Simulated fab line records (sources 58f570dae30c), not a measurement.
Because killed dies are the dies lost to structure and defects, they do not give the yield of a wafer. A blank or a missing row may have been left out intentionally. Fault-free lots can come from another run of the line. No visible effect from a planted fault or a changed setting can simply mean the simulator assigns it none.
Which tool was responsible?	flow berkeleyCmos170	14 lots, 42 wafers sampled, at 6 steps of a route of 331

== WHAT THE GAUGES SHOWED, per wafer ==
UCB170_START_BOW_MEAS_00. Usual: for INCOMING_BOW the level is 0 um and the standard deviation is 6.2.
lot	measured	on	INCOMING_BOW (um)	flag
L544	day 1 10:00	filmMetro-03	2 0 10	
L546	day 1 20:01	filmMetro-02	2 3 0	
L548	day 2 06:02	filmMetro-04	-5 12 -9	
L549	day 2 11:00	filmMetro-02	-3 2 -8	
L550	day 2 16:00	filmMetro-03	-5 0 7	
L551	day 2 21:00	filmMetro-04	-7 -1 -1	
L555	day 3 17:04	filmMetro-02	-8 8 -3	
L556	day 3 22:02	filmMetro-03	-5 -13 3	
L557	day 4 03:00	filmMetro-04	4 -6 7	
L558	day 4 08:01	filmMetro-02	3 2 5	
L559	day 4 13:02	filmMetro-02	-4 -5 -6	
L565	day 5 19:00	filmMetro-02	-5 5 -3	
L566	day 6 00:00	filmMetro-03	-3 -3 5	
L567	day 6 05:00	filmMetro-02	-6 -3 -2	

UCB170_NWELL_OVL_MEAS_12. Usual: for NWELL_OVL the level is 0 nm and the standard deviation is 5.9.
lot	measured	on	NWELL_OVL (nm)	flag
L544	day 2 10:32	overlay-01	3 -4 6	
L546	day 2 19:33	overlay-01	4 -4 -2	
L548	day 3 15:20	overlay-02	-5 4 4	
L549	day 3 15:35	overlay-02	8 0 0	
L550	day 3 15:42	overlay-01	-9 -1 -1	
L551	day 3 23:53	overlay-01	-1 2 5	
L555	day 4 10:13	overlay-02	-8 1 2	
L556	day 4 16:46	overlay-01	1 0 -2	
L557	day 4 20:55	overlay-02	-3 -1 -5	
L558	day 5 03:49	overlay-02	-7 -17 -7	
L559	day 5 09:05	overlay-01	0 -3 -3	
L565	day 6 21:11	overlay-01	5 6 -3	
L566	day 7 00:59	overlay-02	2 2 2	
L567	day 7 04:49	overlay-01	-5 1 8	

UCB170_GATE_OVL_MEAS_13. Usual: for GATE_OVL the level is -1 nm and the standard deviation is 5.5.
lot	measured	on	GATE_OVL (nm)	flag
L544	day 6 12:17	overlay-01	5 0 1	
L546	day 6 22:43	overlay-01	-1 -4 -5	
L548	day 7 05:56	overlay-02	6 1 9	
L549	day 7 05:49	overlay-01	-6 -1 -5	
L550	day 7 12:38	overlay-02	-2 -5 -4	
L551	day 7 12:31	overlay-02	-5 3 -5	
L555	day 8 12:08	overlay-02	-10 -13 -8	
L556	day 8 17:24	overlay-02	6 10 5	
L557	day 8 17:35	overlay-01	-5 0 -8	
L558	day 9 12:48	overlay-02	5 2 7	
L559	day 9 13:10	overlay-01	-6 -7 -6	
L565	day 10 14:50	overlay-02	-3 -5 1	
L566	day 11 01:05	overlay-02	1 2 0	
L567	day 11 05:47	overlay-01	4 8 6	

UCB170_PLDD_TW_MEAS_11. Usual: for PLDD_TW the level is 1012 and the standard deviation is 5.5.
lot	measured	on	PLDD_TW	flag
L544	day 6 15:20	filmMetro-03	1009 1007 1009	
L546	day 7 01:07	filmMetro-02	1022 1022 1016	
L548	day 7 08:31	filmMetro-02	1018 1014 1020	
L549	day 7 08:05	filmMetro-04	1005 1008 1011	
L550	day 7 15:44	filmMetro-02	1017 1021 1015	
L551	day 7 15:37	filmMetro-03	1009 1011 1005	
L555	day 8 15:07	filmMetro-03	1091 1089 1093	OFF
L556	day 8 19:27	filmMetro-03	1001 1009 1012	
L557	day 8 19:43	filmMetro-02	1095 1098 1095	OFF
L558	day 9 14:44	filmMetro-02	1012 1006 1012	
L559	day 9 15:23	filmMetro-03	1003 1002 1018	
L565	day 10 17:02	filmMetro-03	1008 1014 1011	
L566	day 11 04:30	filmMetro-03	1001 1005 1006	
L567	day 11 07:51	filmMetro-03	1003 1005 1003	

UCB170_SDANNEAL_RS_MEAS_04: a four-point-probe measurement. Usual: for PLDD_RS the level is 1032.2 ohm/sq and the standard deviation is 2.9.
lot	measured	on	PLDD_RS (ohm/sq)	flag
L544	day 7 03:29	filmMetro-04	1035.8 1037.1 1036.4	
L546	day 7 14:11	filmMetro-03	1033.6 1028.5 1031.3	
L548	day 7 20:32	filmMetro-04	1033.9 1033.8 1032.3	
L549	day 7 20:29	filmMetro-02	1031.9 1031.7 1029.2	
L550	day 8 05:47	filmMetro-03	1033.4 1031.5 1028.7	
L551	day 8 05:49	filmMetro-04	1034.3 1032.1 1034.0	
L555	day 9 02:52	filmMetro-04	839.0 838.8 839.1	OFF
L556	day 9 09:56	filmMetro-03	1030.7 1029.1 1026.1	
L557	day 9 10:19	filmMetro-04	842.6 843.3 842.9	OFF
L558	day 10 05:52	filmMetro-02	1031.0 1029.8 1030.8	
L559	day 10 06:25	filmMetro-04	1035.7 1036.3 1034.8	
L565	day 11 07:14	filmMetro-04	1032.7 1029.3 1033.3	
L566	day 11 16:43	filmMetro-04	1034.3 1032.0 1036.1	
L567	day 11 21:17	filmMetro-04	1039.6 1034.2 1037.7	

== EACH LOT AND THE TOOL THAT RAN IT (in order: tool; ch and the chambers of the sampled wafers; start) ==
lot	UCB170_PLDD_IMPLANT_08
L544	implanter-02 ch 0, day 6 14:56
L546	implanter-04 ch 0, day 7 00:44
L548	implanter-02 ch 0, day 7 08:09
L549	implanter-03 ch 0, day 7 07:41
L550	implanter-03 ch 0, day 7 15:20
L551	implanter-04 ch 0, day 7 15:13
L555	implanter-04 ch 0, day 8 14:46
L556	implanter-02 ch 0, day 8 19:05
L557	implanter-04 ch 0, day 8 19:19
L558	implanter-02 ch 0, day 9 14:20
L559	implanter-02 ch 0, day 9 15:01
L565	implanter-02 ch 0, day 10 16:38
L566	implanter-02 ch 0, day 11 04:06
L567	implanter-02 ch 0, day 11 07:27
- UCB170_PLDD_IMPLANT_08

== AS READ BY THE TOOLS THEMSELVES (means over the sampled wafers that have a number; for cases with no such wafer, the mark the record gives instead) ==
UCB170_PLDD_IMPLANT_08. Usual: beamOnS 9.99 s, standard deviation 0.21; doseIonsCm2 5e+13, standard deviation 5.5e+10; faradayCurrentUA 159, standard deviation 3.4; tiltDeg 7.001 degrees, standard deviation 0.02.
lot	tool	beamOnS (s)	doseIonsCm2	faradayCurrentUA	tiltDeg (degrees)	flag
L544	implanter-02	10.13	5e+13	157	7.024	
L546	implanter-04	9.88	5e+13	161	7.004	
L548	implanter-02	10.01	5e+13	158	7.001	
L549	implanter-03	9.97	5e+13	159	7.010	
L550	implanter-03	9.95	5e+13	160	6.999	
L551	implanter-04	9.93	5e+13	160	6.992	
L555	implanter-04	13.99	8e+13	181	7.006	OFF
L556	implanter-02	9.95	5e+13	159	7.027	
L557	implanter-04	14.03	8e+13	181	7.018	OFF
L558	implanter-02	10.14	5e+13	156	7.016	
L559	implanter-02	10.18	5e+13	156	7.009	
L565	implanter-02	9.96	5e+13	159	7.002	
L566	implanter-02	9.79	5e+13	161	6.989	
L567	implanter-02	10.06	5e+13	158	6.993	

== THE ANSWER, worked out from the rows above alone ==
Rule: a lot counts as off when the mean over its wafers that have a number is more than 3 standard deviations away from the usual mean. Also off: a lot with no number at a reading for which 4 or more lots have one. Where the step has rows for the other lots, those lots are counted as sound. Order of review: gauges by route order, followed by the tools' own readings, for which a lot's mean as printed above is used. The first step at which some lot is off is used, and at that step the reading that is off furthest; a lot without a number counts as furthest.
Off: at UCB170_PLDD_TW_MEAS_11 (PLDD_TW), L555, L557.
If a tool, at a process step before that reading, ran all the lots that are off and no sound lot after the first of them, it fits. Not tried: the gauges at UCB170_PLDD_TW_MEAS_11; whatever is off there is also off at UCB170_SDANNEAL_RS_MEAS_04, on other tools, and gauge error can't account for it. One candidate fits, namely implanter-04 at UCB170_PLDD_IMPLANT_08. A fault onset in the window from L551 (day 7 15:13, its last sound lot) to L555 (day 8 14:46, its first lot off) fits.
The tool's own readings at UCB170_PLDD_IMPLANT_08 bear it out: on the lots that are off they differ by more than 5 times the standard deviation of the sound lots' means. beamOnS reads 14.01 s there against 10.00 s on the sound lots; doseIonsCm2 reads 8e+13 there against 5e+13 on the sound lots; faradayCurrentUA reads 181 there against 159 on the sound lots.

== WHAT THE SIMULATOR HAD INSERTED ==
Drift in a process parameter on implanter-04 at UCB170_PLDD_IMPLANT_08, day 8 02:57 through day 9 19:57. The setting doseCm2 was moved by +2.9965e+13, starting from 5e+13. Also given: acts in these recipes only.
Shown lots that were struck: L555, L557. This agrees with what the rule above found.
